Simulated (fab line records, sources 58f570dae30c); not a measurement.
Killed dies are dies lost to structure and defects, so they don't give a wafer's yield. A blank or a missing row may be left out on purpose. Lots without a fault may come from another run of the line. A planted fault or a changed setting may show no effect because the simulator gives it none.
A struck lot beside a sound one | flow berkeley_cmos170 | 43 steps out of a route of 331
Sound: wafers L319.4, L319.5, L319.6. Struck: wafers L336.1, L336.5, L336.6. The cause comes at the end.
At each step with rows: each side's tool, then ch and its chambers, then its first start. Under that, the readings that differ: sound wafers | struck wafers | difference of the means | sigmas: that difference in standard deviations of wafers without a fault.
alike: readings whose means differ by less than 2 such deviations, and words and numbers that are the same on both sides. not compared: withheld readings, readings that some wafer has no value for, bounds like >300 that may hide the same value, and numbers for which the record gives no deviation and whose values overlap.
The two part at a step that has a row with sigmas, a row that says differs or no value, or rows on one side only. Numbers that don't overlap but have no deviation are shown without sigmas and don't part them. A reading that every wafer of one side lacks parts them only if that side has two wafers or more.

first, 1 step without rows for these wafers: UCB170_CONTACT_CLEAN_20 (cleans in SPM, time 600 s).
UCB170_M1_SPUTTER_00: material Al, target thk 600 nm, time 80 s.
  sound on pvd_sputter-03, day 7 23:58; struck on pvd_sputter-04, day 11 21:40
  alike: throttle_valve_pct
UCB170_M1_RS_MEAS_01: measures by four-point-probe.
  sound on film_metro-04, day 8 00:05; struck on film_metro-04, day 11 21:44
  alike: M1_AL_RS
UCB170_M1_THK_MEAS_02: measures by xrf.
  sound on film_metro-04, day 8 00:11; struck on film_metro-04, day 11 21:51
  alike: M1_AL_THK
then, 6 steps without rows for these wafers: UCB170_M1_COAT_03; UCB170_M1_COAT_04 (resist thk 900 nm); UCB170_M1_SOFTBAKE_05 (time 60 s); UCB170_M1_EXPOSE_06 (exposes mask METAL1, target cd 700 nm); UCB170_M1_PEB_07; UCB170_M1_DEVELOP_08 (develop time 45 s).
UCB170_M1_CD_MEAS_09: target cd 700 nm.
  sound on cd_sem-02, day 8 01:43; struck on cd_sem-02, day 11 23:32
  alike: cd_nm
UCB170_M1_OVL_MEAS_10:
  sound on overlay-01, day 8 01:48; struck on overlay-01, day 11 23:39
  alike: M1_OVL
UCB170_M1_ETCH_11: etches BARC in N2/H2.
  sound on rie_diel-02 ch 2,3, day 8 01:49; struck on rie_diel-01 ch 0,1,3, day 11 23:41
  alike: chamber_pressure_mTorr, drypump_motor_current_A, oes_product_au, throttle_valve_pct
UCB170_M1_METAL_ETCH_12: etches Al in Cl2/BCl3, stops on PSG, target depth 780 nm, time 130 s.
  sound on rie_metal-03 ch 0, day 8 01:59; struck on rie_metal-01 ch 0,1, day 11 23:44
  alike: chamber_pressure_mTorr, drypump_motor_current_A, oes_product_au, throttle_valve_pct
  not compared: rf_hours_counter_h
UCB170_M1_STRIP_13: strips in O2.
  sound on plasma_asher-04 ch 0,1, day 8 02:10; struck on plasma_asher-04 ch 0,1, day 11 23:52
  alike: chamber_pressure_mTorr, drypump_motor_current_A, oes_product_au
  not compared: rf_hours_counter_h
UCB170_M1_CD_MEAS_90: target cd 700 nm.
  sound on cd_sem-01, day 8 02:17; struck on cd_sem-02, day 11 23:58
  alike: cd_nm
then, 1 step without rows for these wafers: UCB170_M1_ANNEAL_14 (time 1200 s).
UCB170_V1_CVD_00: deposits SiO2 from TEOS/O2, target thk 2000 nm, time 250 s.
  sound on pecvd-02 ch 0,1,2, day 8 06:16; struck on pecvd-02 ch 0,1,2, day 12 02:15
  alike: heater_power_w
  not compared: since_wet_clean_h
UCB170_V1_THK_MEAS_01:
  sound on film_metro-02, day 8 06:23; struck on film_metro-03, day 12 02:24
  alike: V1_TEOS_THK
UCB170_V1_CMP_02: polishes SiO2.
  sound on cmp-01 ch 0,2,3, day 8 06:34; struck on cmp-02 ch 0,1,3, day 12 02:37
  alike: motor_current_A, platen_rpm
UCB170_V1_BOW_MEAS_03:
  sound on film_metro-03, day 8 06:46; struck on film_metro-01, day 12 02:46
  alike: V1_BOW
UCB170_V1_THK_MEAS_04:
  sound on film_metro-03, day 8 06:52; struck on film_metro-01, day 12 02:53
  alike: V1_POLISHED_THK
then, 7 steps without rows for these wafers: UCB170_V1_CLEAN_05 (cleans in DIW); UCB170_V1_HMDS_06 (prime time 60 s); UCB170_V1_COAT_07 (resist thk 900 nm); UCB170_V1_SOFTBAKE_08 (time 60 s); UCB170_V1_EXPOSE_09 (exposes mask VIA1, target cd 700 nm); UCB170_V1_PEB_10; UCB170_V1_DEVELOP_11 (develop time 45 s).
UCB170_V1_CD_MEAS_12: target cd 700 nm.
  sound on cd_sem-01, day 8 08:10; struck on cd_sem-02, day 12 06:00
  reading    | sound             | struck            | difference | sigmas
  cd_nm (nm) | 701.1 701.7 701.1 | 698.4 698.2 697.3 | -3.3       | -3
UCB170_V1_OVL_MEAS_13:
  sound on overlay-02, day 8 08:14; struck on overlay-01, day 12 06:07
  alike: V1_OVL
then, 2 steps without rows for these wafers: UCB170_V1_ETCH_14 (etches SiO2 in CHF3/CF4/Ar, stops on Al, target depth 1250 nm, time 291 s); UCB170_V1_STRIP_15 (strips in O2).
UCB170_V1_CD_MEAS_90: target cd 700 nm.
  sound on cd_sem-02, day 8 08:36; struck on cd_sem-01, day 12 06:26
  reading    | sound             | struck            | difference | sigmas
  cd_nm (nm) | 701.3 700.6 700.3 | 698.2 697.2 697.3 | -3.2       | -2
then, 2 steps without rows for these wafers: UCB170_M2_PRE_CLEAN_00 (preclean etch time 60 s); UCB170_M2_SPUTTER_01 (material Al, target thk 900 nm, time 120 s).
UCB170_M2_RS_MEAS_02: measures by four-point-probe.
  sound on film_metro-01, day 8 08:52; struck on film_metro-03, day 12 06:42
  alike: M2_AL_RS
UCB170_M2_THK_MEAS_03: measures by xrf.
  sound on film_metro-01, day 8 08:58; struck on film_metro-03, day 12 06:49
  alike: M2_AL_THK
then, 4 steps without rows for these wafers: UCB170_M2_HMDS_04 (prime time 60 s); UCB170_M2_COAT_05 (resist thk 900 nm); UCB170_M2_SOFTBAKE_06 (time 60 s); UCB170_M2_STRIP_07 (strips in O2).
UCB170_M3_PROBE_99:
  the record has rows for the struck wafers here (prober-01, day 12 17:04) and none for the sound ones

WHERE THEY PART
First at UCB170_V1_CD_MEAS_12; last, within this record, at UCB170_M3_PROBE_99.

WHY: what the simulator had put in
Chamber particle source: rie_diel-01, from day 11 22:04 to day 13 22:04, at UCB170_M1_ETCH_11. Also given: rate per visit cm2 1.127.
